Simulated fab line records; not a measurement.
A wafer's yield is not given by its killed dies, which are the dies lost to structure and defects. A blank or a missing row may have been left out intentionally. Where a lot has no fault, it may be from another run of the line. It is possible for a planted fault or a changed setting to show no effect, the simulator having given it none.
Check of tool commonality -- flow berkeley-cmos170 -- Sample size 15 lots and 45 wafers

WHAT PROMPTED THE OPENING
UCB170_GATE_THK_MEAS_05, reading GATE_POLY_THK: flagged on 3 of 15 lots. Fault-free wafers read 213.9 nm, with a standard deviation of 2.1.
Rule: a lot is flagged in two cases, either no wafer of it has a number, or all its wafers with numbers fall more than 4 standard deviations from that mean. The rest of the lots are taken to be sound.

lot,measured,on,"GATE_POLY_THK (nm), wafer by wafer",flag
L931,day 7 21:25,film-metro-03,214.5 212.4 214.2,
L932,day 8 12:07,film-metro-03,421.0 423.2 423.5,FLAGGED
L936,day 8 22:54,film-metro-03,422.3 422.6 422.1,FLAGGED
L939,day 9 15:07,film-metro-04,215.5 215.4 216.5,
L937,day 9 15:10,film-metro-03,215.5 217.2 215.8,
L938,day 9 16:41,film-metro-03,430.1 429.8 428.8,FLAGGED
L943,day 10 02:17,film-metro-02,211.2 213.7 210.3,
L945,day 10 17:25,film-metro-03,216.6 217.2 217.3,
L946,day 10 17:28,film-metro-04,214.5 213.0 215.2,
L947,day 10 17:28,film-metro-03,217.3 217.7 218.6,
L949,day 11 01:59,film-metro-02,214.5 215.9 216.7,
L950,day 11 02:01,film-metro-03,215.2 213.5 215.7,
L952,day 11 18:19,film-metro-03,214.9 214.4 213.5,
L954,day 12 05:28,film-metro-02,215.4 214.1 215.4,
L953,day 12 05:30,film-metro-04,214.3 214.5 215.0,
Averaged over the flagged lots the numbers come to 424.8 nm, +210.9 nm from the usual (+99 or more standard deviations).

WHICH TOOL EACH LOT WENT THROUGH
Before the reading, the record contains 2 process steps out of a 331-step route. Every cell lists first the tool, next ch and the chambers used by the sampled wafers, and last the start.
lot,flag,UCB170_PFIELD_STRIP_08,UCB170_GATE_CVD_04
L931,,"plasma-asher-01 ch 0,1, day 5 17:32","lpcvd-01 ch 0, day 7 19:58"
L932,FLAGGED,"plasma-asher-04 ch 0,1, day 6 04:23","lpcvd-01 ch 0, day 8 09:04"
L936,FLAGGED,"plasma-asher-04 ch 0,1, day 6 20:41","lpcvd-02 ch 1, day 8 19:52"
L939,,"plasma-asher-04 ch 0,1, day 7 10:13","lpcvd-02 ch 0, day 9 13:43"
L937,,"plasma-asher-04 ch 0,1, day 7 10:41","lpcvd-02 ch 0, day 9 13:43"
L938,FLAGGED,"plasma-asher-01 ch 0,1, day 7 10:29","lpcvd-02 ch 1, day 9 13:43"
L943,,"plasma-asher-03 ch 0,1, day 7 19:54","lpcvd-01 ch 1, day 10 00:51"
L945,,"plasma-asher-01 ch 0,1, day 8 09:21","lpcvd-01 ch 0, day 10 15:59"
L946,,"plasma-asher-04 ch 0,1, day 8 09:02","lpcvd-01 ch 1, day 10 15:59"
L947,,"plasma-asher-03 ch 0,1, day 8 09:08","lpcvd-01 ch 1, day 10 15:59"
L949,,"plasma-asher-03 ch 0,1, day 9 01:41","lpcvd-02 ch 0, day 11 00:35"
L950,,"plasma-asher-01 ch 0,1, day 9 01:35","lpcvd-02 ch 1, day 11 00:35"
L952,,"plasma-asher-01 ch 0,1, day 9 12:11","lpcvd-01 ch 1, day 11 16:55"
L954,,"plasma-asher-03 ch 0,1, day 9 23:24","lpcvd-02 ch 0, day 12 04:00"
L953,,"plasma-asher-01 ch 0,1, day 9 21:47","lpcvd-02 ch 0, day 12 04:00"
What these steps do:
- UCB170_PFIELD_STRIP_08: strips in O2.
- UCB170_GATE_CVD_04: deposits poly-Si from SiH4, time 1440 s, target thk 214 nm.
- UCB170_GATE_THK_MEAS_05

FLAGGED AGAINST TOTAL, ONE TOOL AT A TIME (gauges that did the reading follow at the end)
step,tool,lots run,flagged,share of the flagged lots,sound lots run after its first flagged lot
UCB170_PFIELD_STRIP_08,plasma-asher-01,6,1,some,"4 (L945,L950,L952,L953)"
UCB170_PFIELD_STRIP_08,plasma-asher-03,4,0,none,-
UCB170_PFIELD_STRIP_08,plasma-asher-04,5,2,some,"3 (L939,L937,L946)"
UCB170_GATE_CVD_04,lpcvd-01,7,1,some,"5 (L943,L945,L946,L947,L952)"
UCB170_GATE_CVD_04,lpcvd-02,8,2,some,"6 (L937,L939,L949,L950,L953,L954)"
UCB170_GATE_THK_MEAS_05,film-metro-02,3,0,none,-
UCB170_GATE_THK_MEAS_05,film-metro-03,9,3,all,"5 (L937,L945,L947,L950,L952)"
UCB170_GATE_THK_MEAS_05,film-metro-04,3,0,none,-

WHAT THE TABLE PERMITS
Rows of the table that ran each flagged lot: 1, that is film-metro-03 at UCB170_GATE_THK_MEAS_05.
- film-metro-03 at UCB170_GATE_THK_MEAS_05: 3 of its 9 lots flagged. After the first flagged lot (L937, L945, L947, L950, L952), sound lots still ran on it; a lasting fault on the whole tool would not permit that.
No row of the table ran every flagged lot and no sound lot after the first.

WHAT WAS PUT IN BY THE SIMULATOR
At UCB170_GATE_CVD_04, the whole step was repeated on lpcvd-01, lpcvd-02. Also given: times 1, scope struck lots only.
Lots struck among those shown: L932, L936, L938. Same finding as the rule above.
